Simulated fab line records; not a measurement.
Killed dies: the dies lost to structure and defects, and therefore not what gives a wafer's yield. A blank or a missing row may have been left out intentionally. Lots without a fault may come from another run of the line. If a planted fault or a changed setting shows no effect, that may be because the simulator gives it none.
Which of the tools did it? :: flow berkeley cmos170 :: 13 lots, 39 wafers sampled, at 5 steps of a route of 331

WHAT THE GAUGES READ, wafer by wafer
UCB170_V1_OVL_MEAS_13.
lot: L807
measured: day 9 02:14
on: overlay-01
V1_OVL (nm): 11 6 2

lot: L808
measured: day 9 09:47
on: overlay-02
V1_OVL (nm): 3 -3 -5

lot: L809
measured: day 9 11:01
on: overlay-01
V1_OVL (nm): -4 -6 -10

lot: L810
measured: day 9 22:44
on: overlay-01
V1_OVL (nm): 8 11 13

lot: L812
measured: day 10 11:33
on: overlay-01
V1_OVL (nm): 1 4 5

lot: L814
measured: day 10 11:31
on: overlay-02
V1_OVL (nm): -10 -4 -7

lot: L815
measured: day 10 13:08
on: overlay-01
V1_OVL (nm): -7 -9 -12

lot: L813
measured: day 10 13:25
on: overlay-01
V1_OVL (nm): -6 -2 -1

lot: L816
measured: day 10 20:43
on: overlay-01
V1_OVL (nm): 4 8 -1

lot: L817
measured: day 11 00:09
on: overlay-01
V1_OVL (nm): -1 1 -1

lot: L819
measured: day 11 08:52
on: overlay-01
V1_OVL (nm): -1 -7 -2

lot: L825
measured: day 12 01:20
on: overlay-01
V1_OVL (nm): -5 4 2

lot: L827
measured: day 13 02:30
on: overlay-02
V1_OVL (nm): 2 -9 0

UCB170_M2_RS_MEAS_02: measurement is done with a four-point probe.
lot: L807
measured: day 9 02:51
on: film metro-02
M2_AL_RS (ohm/sq): 0.0324 0.0322 0.0320

lot: L808
measured: day 9 10:23
on: film metro-02
M2_AL_RS (ohm/sq): 0.0321 0.0327 0.0320

lot: L809
measured: day 9 11:36
on: film metro-04
M2_AL_RS (ohm/sq): 0.0325 0.0323 0.0323

lot: L810
measured: day 9 23:19
on: film metro-02
M2_AL_RS (ohm/sq): 0.0328 0.0328 0.0327

lot: L812
measured: day 10 12:09
on: film metro-02
M2_AL_RS (ohm/sq): 0.0321 0.0322 0.0322

lot: L814
measured: day 10 12:06
on: film metro-04
M2_AL_RS (ohm/sq): 0.0322 0.0323 0.0321

lot: L815
measured: day 10 13:43
on: film metro-04
M2_AL_RS (ohm/sq): 0.0323 0.0328 0.0328

lot: L813
measured: day 10 14:03
on: film metro-01
M2_AL_RS (ohm/sq): 0.0322 0.0316 0.0319

lot: L816
measured: day 10 21:18
on: film metro-04
M2_AL_RS (ohm/sq): 0.0319 0.0427 0.0426 0.0319 0.0427 0.0426

lot: L817
measured: day 11 00:45
on: film metro-01
M2_AL_RS (ohm/sq): 0.0327 0.0324 0.0326

lot: L819
measured: day 11 09:28
on: film metro-01
M2_AL_RS (ohm/sq): 0.0317 0.0320 0.0319

lot: L825
measured: day 12 01:57
on: film metro-02
M2_AL_RS (ohm/sq): 0.0325 0.0328 0.0329

lot: L827
measured: day 13 03:15
on: film metro-02
M2_AL_RS (ohm/sq): 0.0325 0.0329 0.0328

UCB170_M2_THK_MEAS_03: measures by xrf.
lot: L807
measured: day 9 02:57
on: film metro-02
M2_AL_THK (nm): 882 879 889

lot: L808
measured: day 9 10:30
on: film metro-02
M2_AL_THK (nm): 887 872 894

lot: L809
measured: day 9 11:43
on: film metro-04
M2_AL_THK (nm): 902 894 900

lot: L810
measured: day 9 23:26
on: film metro-02
M2_AL_THK (nm): 871 871 871

lot: L812
measured: day 10 12:16
on: film metro-02
M2_AL_THK (nm): 895 898 896

lot: L814
measured: day 10 12:13
on: film metro-04
M2_AL_THK (nm): 898 896 902

lot: L815
measured: day 10 13:50
on: film metro-04
M2_AL_THK (nm): 889 883 889

lot: L813
measured: day 10 14:08
on: film metro-01
M2_AL_THK (nm): 899 915 902

lot: L816
measured: day 11 02:11
on: film metro-04
M2_AL_THK (nm): 905 683 684 910 682 678

lot: L817
measured: day 11 00:52
on: film metro-01
M2_AL_THK (nm): 878 885 886

lot: L819
measured: day 11 09:35
on: film metro-01
M2_AL_THK (nm): 906 898 897

lot: L825
measured: day 12 02:03
on: film metro-02
M2_AL_THK (nm): 880 874 876

lot: L827
measured: day 13 03:22
on: film metro-02
M2_AL_THK (nm): 886 867 872

EACH LOT AND THE TOOL THAT RAN IT (in order: tool; ch and the chambers of the sampled wafers; start)
lot: L807
UCB170_M1_SPUTTER_00: pvd sputter-04, day 8 20:57
UCB170_M2_SPUTTER_01: pvd sputter-02, day 9 02:44

lot: L808
UCB170_M1_SPUTTER_00: pvd sputter-04, day 9 03:38
UCB170_M2_SPUTTER_01: pvd sputter-02, day 9 10:17

lot: L809
UCB170_M1_SPUTTER_00: pvd sputter-03, day 9 03:53
UCB170_M2_SPUTTER_01: pvd sputter-02, day 9 11:31

lot: L810
UCB170_M1_SPUTTER_00: pvd sputter-04, day 9 14:18
UCB170_M2_SPUTTER_01: pvd sputter-04, day 9 23:14

lot: L812
UCB170_M1_SPUTTER_00: pvd sputter-01, day 10 02:10
UCB170_M2_SPUTTER_01: pvd sputter-02, day 10 12:03

lot: L814
UCB170_M1_SPUTTER_00: pvd sputter-04, day 10 04:21
UCB170_M2_SPUTTER_01: pvd sputter-01, day 10 12:01

lot: L815
UCB170_M1_SPUTTER_00: pvd sputter-03, day 10 05:14
UCB170_M2_SPUTTER_01: pvd sputter-04, day 10 13:38

lot: L813
UCB170_M1_SPUTTER_00: pvd sputter-01, day 10 05:21
UCB170_M2_SPUTTER_01: pvd sputter-01, day 10 13:55

lot: L816
UCB170_M1_SPUTTER_00: pvd sputter-03, day 10 13:53
UCB170_M2_SPUTTER_01: pvd sputter-01, day 10 21:13

lot: L817
UCB170_M1_SPUTTER_00: pvd sputter-04, day 10 14:18
UCB170_M2_SPUTTER_01: pvd sputter-04, day 11 00:38

lot: L819
UCB170_M1_SPUTTER_00: pvd sputter-03, day 11 02:20
UCB170_M2_SPUTTER_01: pvd sputter-02, day 11 09:22

lot: L825
UCB170_M1_SPUTTER_00: pvd sputter-01, day 11 19:41
UCB170_M2_SPUTTER_01: pvd sputter-02, day 12 01:49

lot: L827
UCB170_M1_SPUTTER_00: pvd sputter-03, day 12 18:40
UCB170_M2_SPUTTER_01: pvd sputter-02, day 13 03:10
- UCB170_M1_SPUTTER_00: material Al, target thk 600 nm, time 80 s.
- UCB170_M2_SPUTTER_01: material Al, target thk 900 nm, time 120 s.

AS READ BY THE TOOLS THEMSELVES (means over the sampled wafers that have a number; for cases with no such wafer, the mark the record gives instead)
UCB170_M1_SPUTTER_00.
lot: L807
tool: pvd sputter-04
throttle valve pct (%): 30.0

lot: L808
tool: pvd sputter-04
throttle valve pct (%): 29.9

lot: L809
tool: pvd sputter-03
throttle valve pct (%): 30.1

lot: L810
tool: pvd sputter-04
throttle valve pct (%): 29.3

lot: L812
tool: pvd sputter-01
throttle valve pct (%): 30.2

lot: L814
tool: pvd sputter-04
throttle valve pct (%): 29.5

lot: L815
tool: pvd sputter-03
throttle valve pct (%): 31.4

lot: L813
tool: pvd sputter-01
throttle valve pct (%): 30.2

lot: L816
tool: pvd sputter-03
throttle valve pct (%): 30.5

lot: L817
tool: pvd sputter-04
throttle valve pct (%): 29.6

lot: L819
tool: pvd sputter-03
throttle valve pct (%): 30.3

lot: L825
tool: pvd sputter-01
throttle valve pct (%): 30.3

lot: L827
tool: pvd sputter-03
throttle valve pct (%): 30.6

UCB170_M2_SPUTTER_01.
lot: L807
tool: pvd sputter-02
throttle valve pct (%): 28.7

lot: L808
tool: pvd sputter-02
throttle valve pct (%): 29.7

lot: L809
tool: pvd sputter-02
throttle valve pct (%): 29.2

lot: L810
tool: pvd sputter-04
throttle valve pct (%): 30.0

lot: L812
tool: pvd sputter-02
throttle valve pct (%): 29.3

lot: L814
tool: pvd sputter-01
throttle valve pct (%): 30.0

lot: L815
tool: pvd sputter-04
throttle valve pct (%): 30.0

lot: L813
tool: pvd sputter-01
throttle valve pct (%): 30.0

lot: L816
tool: pvd sputter-01
throttle valve pct (%): 29.7

lot: L817
tool: pvd sputter-04
throttle valve pct (%): 29.3

lot: L819
tool: pvd sputter-02
throttle valve pct (%): 29.3

lot: L825
tool: pvd sputter-02
throttle valve pct (%): 29.5

lot: L827
tool: pvd sputter-02
throttle valve pct (%): 29.4

THE ANSWER, worked out from the rows above alone
Rule: the usual values come from the lots themselves. Put in order of their means at a reading, lots are off if they are a third of the lots or fewer, leave a main group of 4 or more, and stand apart from it by a gap of 3 or more times the standard deviation of the main group's means; of several such gaps the widest counts. If all means in a main group match to the digits the tables above print for the reading, that group is not used. Also off: a lot with no number at a reading for which 4 or more lots have one. The other lots that the step has rows for count as sound. The gauges are gone through in route order, then the tools' own readings, and for those a lot's mean is taken as printed above. At the first step where some lot is off, the reading lying furthest off is the one used; lots without a number count as furthest.
Off: L816, seen at UCB170_M2_RS_MEAS_02 (M2_AL_RS). Mean 0.0324 ohm/sq and standard deviation 0.0003 in the main group.
If a tool, at a process step before that reading, ran all the lots that are off and no sound lot after the first of them, it fits. The gauges at UCB170_M2_RS_MEAS_02 are tried like those tools. Can't be told from this: 2 tools fit, pvd sputter-01 at UCB170_M2_SPUTTER_01, film metro-04 at UCB170_M2_RS_MEAS_02.

WHAT THE SIMULATOR HAD INSERTED
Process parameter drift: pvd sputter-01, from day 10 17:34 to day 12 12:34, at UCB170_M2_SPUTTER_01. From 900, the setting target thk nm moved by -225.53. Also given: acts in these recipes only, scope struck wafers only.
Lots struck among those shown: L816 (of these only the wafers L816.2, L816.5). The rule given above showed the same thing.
